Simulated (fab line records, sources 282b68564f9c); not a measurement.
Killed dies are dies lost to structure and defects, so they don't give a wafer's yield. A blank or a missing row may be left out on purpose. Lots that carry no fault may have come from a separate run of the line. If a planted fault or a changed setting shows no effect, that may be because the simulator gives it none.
Split-lot experiment || flow rit_cmos || 23 wafers read across 5 lots, on a route 202 steps long

## THE SPLIT
At RIT_SILICIDE_SPUTTER_01 (material Ti, target thk 30 nm, time 240 s), the setting power_w was moved away from the recipe's 350 W on 7 of the 23 wafers read, by -9.1% to +11.7%. All remaining wafers had this setting at the recipe value.

## SPLIT TO READING: what lies between them in the file, 1 step
- RIT_SILICIDE_RS_MEAS_02: measures by four-point-probe

## THE READING
SILICIDE_TI_THK, in nm, at RIT_SILICIDE_THK_MEAS_03 (measures by xrf). A value of 30.09 nm with a standard deviation of 0.26 nm is what fault-free wafers of this fab line usually give.

{"wafer": "L079.1", "tool, chamber at the split": "pvd_sputter-03, -", "power_w as run, W": 350, "against the recipe": "recipe", "SILICIDE_TI_THK, nm": 30.30, "against lot-mates on the recipe": "-"}
{"wafer": "L079.2", "tool, chamber at the split": "pvd_sputter-03, -", "power_w as run, W": 350, "against the recipe": "recipe", "SILICIDE_TI_THK, nm": 30.17, "against lot-mates on the recipe": "-"}
{"wafer": "L079.3", "tool, chamber at the split": "pvd_sputter-03, -", "power_w as run, W": 350, "against the recipe": "recipe", "SILICIDE_TI_THK, nm": 30.41, "against lot-mates on the recipe": "-"}
{"wafer": "L079.4", "tool, chamber at the split": "pvd_sputter-03, -", "power_w as run, W": 350, "against the recipe": "recipe", "SILICIDE_TI_THK, nm": 30.52, "against lot-mates on the recipe": "-"}
{"wafer": "L079.6", "tool, chamber at the split": "pvd_sputter-03, -", "power_w as run, W": 350, "against the recipe": "recipe", "SILICIDE_TI_THK, nm": 30.34, "against lot-mates on the recipe": "-"}
{"wafer": "L080.1", "tool, chamber at the split": "pvd_sputter-04, -", "power_w as run, W": 318.3, "against the recipe": "-9.1%", "SILICIDE_TI_THK, nm": 27.29, "against lot-mates on the recipe": -2.72}
{"wafer": "L080.3", "tool, chamber at the split": "pvd_sputter-04, -", "power_w as run, W": 350, "against the recipe": "recipe", "SILICIDE_TI_THK, nm": 29.90, "against lot-mates on the recipe": "-"}
{"wafer": "L080.4", "tool, chamber at the split": "pvd_sputter-04, -", "power_w as run, W": 318.3, "against the recipe": "-9.1%", "SILICIDE_TI_THK, nm": 27.12, "against lot-mates on the recipe": -2.89}
{"wafer": "L080.5", "tool, chamber at the split": "pvd_sputter-04, -", "power_w as run, W": 350, "against the recipe": "recipe", "SILICIDE_TI_THK, nm": 30.02, "against lot-mates on the recipe": "-"}
{"wafer": "L080.6", "tool, chamber at the split": "pvd_sputter-04, -", "power_w as run, W": 350, "against the recipe": "recipe", "SILICIDE_TI_THK, nm": 30.10, "against lot-mates on the recipe": "-"}
{"wafer": "L081.1", "tool, chamber at the split": "pvd_sputter-03, -", "power_w as run, W": 390.9, "against the recipe": "+11.7%", "SILICIDE_TI_THK, nm": 33.41, "against lot-mates on the recipe": "+3.44"}
{"wafer": "L081.2", "tool, chamber at the split": "pvd_sputter-03, -", "power_w as run, W": 390.9, "against the recipe": "+11.7%", "SILICIDE_TI_THK, nm": 33.40, "against lot-mates on the recipe": "+3.43"}
{"wafer": "L081.3", "tool, chamber at the split": "pvd_sputter-03, -", "power_w as run, W": 350, "against the recipe": "recipe", "SILICIDE_TI_THK, nm": 29.74, "against lot-mates on the recipe": "-"}
{"wafer": "L081.5", "tool, chamber at the split": "pvd_sputter-03, -", "power_w as run, W": 350, "against the recipe": "recipe", "SILICIDE_TI_THK, nm": 30.20, "against lot-mates on the recipe": "-"}
{"wafer": "L081.6", "tool, chamber at the split": "pvd_sputter-03, -", "power_w as run, W": 390.9, "against the recipe": "+11.7%", "SILICIDE_TI_THK, nm": 33.12, "against lot-mates on the recipe": "+3.15"}
{"wafer": "L083.1", "tool, chamber at the split": "pvd_sputter-03, -", "power_w as run, W": 350, "against the recipe": "recipe", "SILICIDE_TI_THK, nm": 30.34, "against lot-mates on the recipe": "-"}
{"wafer": "L083.2", "tool, chamber at the split": "pvd_sputter-03, -", "power_w as run, W": 350, "against the recipe": "recipe", "SILICIDE_TI_THK, nm": 30.18, "against lot-mates on the recipe": "-"}
{"wafer": "L083.3", "tool, chamber at the split": "pvd_sputter-03, -", "power_w as run, W": 350, "against the recipe": "recipe", "SILICIDE_TI_THK, nm": 30.36, "against lot-mates on the recipe": "-"}
{"wafer": "L084.1", "tool, chamber at the split": "pvd_sputter-04, -", "power_w as run, W": 350, "against the recipe": "recipe", "SILICIDE_TI_THK, nm": 30.29, "against lot-mates on the recipe": "-"}
{"wafer": "L084.2", "tool, chamber at the split": "pvd_sputter-04, -", "power_w as run, W": 322.9, "against the recipe": "-7.7%", "SILICIDE_TI_THK, nm": 28.07, "against lot-mates on the recipe": -2.15}
{"wafer": "L084.3", "tool, chamber at the split": "pvd_sputter-04, -", "power_w as run, W": 322.9, "against the recipe": "-7.7%", "SILICIDE_TI_THK, nm": 28.19, "against lot-mates on the recipe": -2.03}
{"wafer": "L084.5", "tool, chamber at the split": "pvd_sputter-04, -", "power_w as run, W": 350, "against the recipe": "recipe", "SILICIDE_TI_THK, nm": 30.37, "against lot-mates on the recipe": "-"}
{"wafer": "L084.6", "tool, chamber at the split": "pvd_sputter-04, -", "power_w as run, W": 350, "against the recipe": "recipe", "SILICIDE_TI_THK, nm": 30.00, "against lot-mates on the recipe": "-"}

THE FIT
A straight line over all 23 wafers: SILICIDE_TI_THK changes by +0.282 nm for each +1% of power_w; r = +0.99; the points scatter about the line by 0.24 nm.
The same after taking each lot's own level away (the mean of its wafers on the recipe; 23 wafers): +0.289 nm for each +1%; r = +1.00; scatter 0.15 nm.
That fit puts the effect of the largest move of power_w on the reading at 3.4 nm.
Measured against the standard deviation above, the lots' own levels, which go from 29.970 to 30.348 nm, span 1.5 times it.
The two slopes are in agreement: the lot-to-lot level therefore moves the slope only a little.
Check: with one of the wafers moved furthest among these (+11.7%) left out of the fit, the line predicts +3.34 nm for it against its lot-mates. It came out at +3.44 nm against them.

## OTHER SPLITS APPLIED TO THESE WAFERS
Other splits were also applied to these wafers ahead of the reading. Each is held against what the fit with the lots' levels taken away leaves over:
{"other split on the same wafers": "RIT_SDANNEAL_RTA_03 time_s", "wafers away from the commonest value": 9, "r with SILICIDE_TI_THK (lot level and that fit taken away)": -0.14}

## THE WHOLE CHAIN: every reading that the file lists as answering this split, in the file's order
{"step": "RIT_SILICIDE_SPUTTER_01", "what it does": "material Ti, target thk 30 nm, time 240 s", "reading": "Ti_of_SILICIDE_SPUTTER_01.thk_nm (the simulator's own value, which no gauge read)", "change (the file's fit)": "+0.287 nm for each +1% of the setting", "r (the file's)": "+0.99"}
{"step": "RIT_SILICIDE_RS_MEAS_02", "what it does": "measures by four-point-probe", "reading": "SILICIDE_TI_RS", "change (the file's fit)": "-0.565 for each +1% of the setting", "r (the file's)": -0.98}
{"step": "RIT_SILICIDE_THK_MEAS_03", "what it does": "measures by xrf", "reading": "SILICIDE_TI_THK", "change (the file's fit)": "+0.29 for each +1% of the setting", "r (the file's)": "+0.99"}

## FILE'S OWN FIT
SILICIDE_TI_THK changes by +0.29 nm for each +1% of power_w, r = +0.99.
